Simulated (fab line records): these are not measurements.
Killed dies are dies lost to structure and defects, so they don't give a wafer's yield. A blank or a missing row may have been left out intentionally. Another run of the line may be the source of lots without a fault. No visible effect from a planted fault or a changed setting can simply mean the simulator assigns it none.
What tool caused it? :: flow rit_cmos :: 14 lots with 42 wafers sampled at 2 steps, on a route of 202 steps

WHAT THE GAUGES READ, wafer by wafer
The record holds no reading of a measuring or inspecting step that can be judged against a usual standard deviation.

WHAT TOOL EACH LOT RAN ON (gives the tool, then ch and the chambers of the sampled wafers, and finally the start)
lot: L728
RIT_GATE_ETCH_19: rie_si-02 ch 0,2,3, day 2 12:44
RIT_M1_PROBE_99: -

lot: L730
RIT_GATE_ETCH_19: rie_si-02 ch 0,3, day 2 22:36
RIT_M1_PROBE_99: -

lot: L732
RIT_GATE_ETCH_19: rie_si-02 ch 0,3, day 3 08:17
RIT_M1_PROBE_99: prober-01, day 4 04:11

lot: L733
RIT_GATE_ETCH_19: rie_si-01 ch 0,2,3, day 3 13:23
RIT_M1_PROBE_99: prober-02, day 4 10:31

lot: L734
RIT_GATE_ETCH_19: rie_si-02 ch 0,1,2, day 3 20:01
RIT_M1_PROBE_99: -

lot: L737
RIT_GATE_ETCH_19: rie_si-01 ch 0,1,3, day 4 10:31
RIT_M1_PROBE_99: -

lot: L738
RIT_GATE_ETCH_19: rie_si-02 ch 0,1, day 4 15:13
RIT_M1_PROBE_99: -

lot: L739
RIT_GATE_ETCH_19: rie_si-01 ch 0,2,3, day 4 19:57
RIT_M1_PROBE_99: -

lot: L740
RIT_GATE_ETCH_19: rie_si-02 ch 1,2,3, day 5 00:01
RIT_M1_PROBE_99: prober-01, day 5 20:41

lot: L741
RIT_GATE_ETCH_19: rie_si-01 ch 0,1,3, day 5 07:10
RIT_M1_PROBE_99: prober-02, day 6 02:58

lot: L743
RIT_GATE_ETCH_19: rie_si-01 ch 0,1,3, day 5 15:33
RIT_M1_PROBE_99: prober-02, day 6 11:37

lot: L748
RIT_GATE_ETCH_19: rie_si-02 ch 1,2,3, day 6 16:48
RIT_M1_PROBE_99: -

lot: L750
RIT_GATE_ETCH_19: rie_si-02 ch 1,2,3, day 7 03:11
RIT_M1_PROBE_99: -

lot: L751
RIT_GATE_ETCH_19: rie_si-01 ch 0,1,3, day 7 12:25
RIT_M1_PROBE_99: prober-01, day 8 09:10
- RIT_GATE_ETCH_19: etches poly-Si in SF6/CHF3/O2, stops on SiO2, time 165 s, target depth 312.5 nm.
- RIT_M1_PROBE_99

AS READ BY THE TOOLS THEMSELVES (means over the sampled wafers that have a number; for cases with no such wafer, the mark the record gives instead)
RIT_GATE_ETCH_19. Usual: drypump_motor_current_A 5.6 A, standard deviation 0.53; oes_product_au 0.818 a.u., standard deviation 0.015; run_length_s 193.3 s, standard deviation 0.38; throttle_valve_pct 10.20 %, standard deviation 0.11.
lot: L728
tool: rie_si-02
drypump_motor_current_A (A): 6.0
oes_product_au (a.u.): 0.816
run_length_s (s): 193.2
throttle_valve_pct (%): 10.28
flag: 

lot: L730
tool: rie_si-02
drypump_motor_current_A (A): 5.6
oes_product_au (a.u.): 0.808
run_length_s (s): 193.0
throttle_valve_pct (%): 10.15
flag: 

lot: L732
tool: rie_si-02
drypump_motor_current_A (A): 5.6
oes_product_au (a.u.): 0.813
run_length_s (s): 193.1
throttle_valve_pct (%): 10.15
flag: 

lot: L733
tool: rie_si-01
drypump_motor_current_A (A): 5.4
oes_product_au (a.u.): 0.826
run_length_s (s): 193.3
throttle_valve_pct (%): 10.18
flag: 

lot: L734
tool: rie_si-02
drypump_motor_current_A (A): 5.7
oes_product_au (a.u.): 0.831
run_length_s (s): 193.3
throttle_valve_pct (%): 10.25
flag: 

lot: L737
tool: rie_si-01
drypump_motor_current_A (A): 5.4
oes_product_au (a.u.): 0.793
run_length_s (s): 193.3
throttle_valve_pct (%): 10.18
flag: 

lot: L738
tool: rie_si-02
drypump_motor_current_A (A): 5.4
oes_product_au (a.u.): 0.803
run_length_s (s): 193.1
throttle_valve_pct (%): 10.11
flag: 

lot: L739
tool: rie_si-01
drypump_motor_current_A (A): 5.4
oes_product_au (a.u.): 0.814
run_length_s (s): 193.2
throttle_valve_pct (%): 10.17
flag: 

lot: L740
tool: rie_si-02
drypump_motor_current_A (A): 5.8
oes_product_au (a.u.): 0.831
run_length_s (s): 193.8
throttle_valve_pct (%): 10.29
flag: 

lot: L741
tool: rie_si-01
drypump_motor_current_A (A): 5.4
oes_product_au (a.u.): 0.810
run_length_s (s): 193.5
throttle_valve_pct (%): 10.17
flag: 

lot: L743
tool: rie_si-01
drypump_motor_current_A (A): 5.4
oes_product_au (a.u.): 0.802
run_length_s (s): 193.4
throttle_valve_pct (%): 10.17
flag: 

lot: L748
tool: rie_si-02
drypump_motor_current_A (A): 5.8
oes_product_au (a.u.): 0.781
run_length_s (s): 207.1
throttle_valve_pct (%): 10.30
flag: OFF

lot: L750
tool: rie_si-02
drypump_motor_current_A (A): 5.8
oes_product_au (a.u.): 0.780
run_length_s (s): 207.0
throttle_valve_pct (%): 10.30
flag: OFF

lot: L751
tool: rie_si-01
drypump_motor_current_A (A): 5.4
oes_product_au (a.u.): 0.820
run_length_s (s): 193.2
throttle_valve_pct (%): 10.18
flag: 

RIT_M1_PROBE_99. Usual: killed_at_contacts 0.1, standard deviation 0.29; killed_at_front_end 7, standard deviation 3; killed_dies 7, standard deviation 3; killed_open 3.5, standard deviation 2; killed_short 3.4, standard deviation 2.
lot: L732
tool: prober-01
killed_at_contacts: 0.0
killed_at_front_end: 7
killed_dies: 7
killed_open: 3.3
killed_short: 4.0
flag: 

lot: L733
tool: prober-02
killed_at_contacts: 0.3
killed_at_front_end: 6
killed_dies: 7
killed_open: 2.7
killed_short: 4.0
flag: 

lot: L740
tool: prober-01
killed_at_contacts: 0.3
killed_at_front_end: 7
killed_dies: 8
killed_open: 3.7
killed_short: 4.0
flag: 

lot: L741
tool: prober-02
killed_at_contacts: 0.3
killed_at_front_end: 9
killed_dies: 10
killed_open: 4.0
killed_short: 5.7
flag: 

lot: L743
tool: prober-02
killed_at_contacts: 0.0
killed_at_front_end: 5
killed_dies: 5
killed_open: 1.0
killed_short: 4.0
flag: 

lot: L751
tool: prober-01
killed_at_contacts: 0.0
killed_at_front_end: 8
killed_dies: 8
killed_open: 4.7
killed_short: 3.7
flag: 

THE ANSWER, worked out from the rows above alone
Rule: a lot is off if the mean of its wafers that have a number lies more than 3 standard deviations from the usual mean. A lot without any number at a reading at which 4 lots or more have one is off too. The other lots that the step has rows for count as sound. After the gauges, taken in route order, come the tools' own readings; for these a lot's mean is taken, as printed above. The first step at which some lot is off is used, and at that step the reading that is off furthest; a lot without a number counts as furthest.
Off at RIT_GATE_ETCH_19 (run_length_s): L748, L750.
If a tool, at that step or one of the process steps before it, ran each lot that is off and ran no sound lot following the first of them, it fits. One candidate fits, namely rie_si-02 at RIT_GATE_ETCH_19. A fault onset in the window from L740 (day 5 00:01, its last sound lot) to L748 (day 6 16:48, its first lot off) fits.
The tool's own readings at RIT_GATE_ETCH_19 bear it out: on the lots that are off they differ by more than 5 times the standard deviation of the sound lots' means. run_length_s reads 207.1 s there against 193.3 s on the sound lots.

WHAT THE SIMULATOR HAD PUT IN
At RIT_GATE_ETCH_19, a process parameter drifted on rie_si-02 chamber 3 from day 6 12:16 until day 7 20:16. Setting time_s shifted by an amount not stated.
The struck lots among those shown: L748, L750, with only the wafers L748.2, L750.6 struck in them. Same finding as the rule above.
